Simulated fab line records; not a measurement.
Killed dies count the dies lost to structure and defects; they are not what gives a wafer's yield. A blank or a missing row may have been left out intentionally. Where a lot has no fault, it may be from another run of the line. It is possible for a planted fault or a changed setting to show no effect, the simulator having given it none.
A single fault, viewed from 2 desks :: flow rit cmos :: each desk holds nothing but its own numbers, with what lay behind them at the end

## METROLOGY DESK
Lot by lot, what the gauges showed, no matter which tool ran the lot: averages of those sampled wafers that carry a number. If a lot's mean is further than 4 standard deviations from the usual mean, the lot is out of limits and carries the mark OUT (the distance appears in the brackets).
Columns: A = NSD_OVL at RIT_NSD_OVL_MEAS_06, usual -0.4 nm; B = CONTACT_TEOS_THK at RIT_CONTACT_THK_MEAS_01, usual 399 nm
lot: L354
first seen here: day 3 03:30
A: -1.3
B: 399

lot: L355
first seen here: day 3 07:55
A: -0.9
B: 393

lot: L356
first seen here: day 3 13:14
A: 1.9
B: 405

lot: L357
first seen here: day 3 19:34
A: 0.2
B: 397

lot: L358
first seen here: day 4 02:57
A: 0.9
B: 401

lot: L360
first seen here: day 4 11:19
A: 0.5
B: 399

lot: L362
first seen here: day 4 17:09
A: -0.4
B: 401

lot: L363
first seen here: day 5 02:45
A: 0.5
B: 402

lot: L364
first seen here: day 5 08:11
A: 1.9
B: 387

lot: L366
first seen here: day 5 18:19
A: 1.8
B: 392

lot: L367
first seen here: day 6 02:26
A: -0.6
B: 387

lot: L374
first seen here: day 7 18:57
A: -1.0
B: 414

lot: L377
first seen here: day 8 12:52
A: -0.4
B: 388

lot: L376
first seen here: day 8 13:06
A: -2.8
B: 397
This desk's verdict: no lot among the 14 shows anything out of limits.

## THE TOOL OWNER'S DESK: furnace-04
The tool's own readings at RIT_REOX_OXIDATION_03 (target thk 25.2 nm, ox time 5580 s): means of the sampled wafers that have a number, for each lot that ran on this tool. If a lot's mean is further than 4 standard deviations from the usual mean, the lot is out of limits and carries the mark OUT (the distance appears in the brackets).
Columns: A = ox temp c max at RIT_REOX_OXIDATION_03, usual 905.4; B = spike tc source C at RIT_REOX_OXIDATION_03, usual 925.9 C
lot: L356
first seen here: day 3 04:03
A: 905.0
B: 925.4

lot: L357
first seen here: day 3 10:34
A: 904.9
B: 926.8

lot: L363
first seen here: day 4 17:41
A: 905.6
B: 927.0

lot: L364
first seen here: day 4 22:26
A: 904.8
B: 926.1

lot: L366
first seen here: day 5 08:14
A: 904.9
B: 926.6

lot: L367
first seen here: day 5 17:28
A: 905.4
B: 926.0
This desk's verdict: no lot among the 6 shows anything out of limits.

## BROUGHT TOGETHER
Metrology desk: nothing out of limits seen.
The tool owner's desk saw nothing out of limits.

## WHAT THE SIMULATOR HAD PUT IN
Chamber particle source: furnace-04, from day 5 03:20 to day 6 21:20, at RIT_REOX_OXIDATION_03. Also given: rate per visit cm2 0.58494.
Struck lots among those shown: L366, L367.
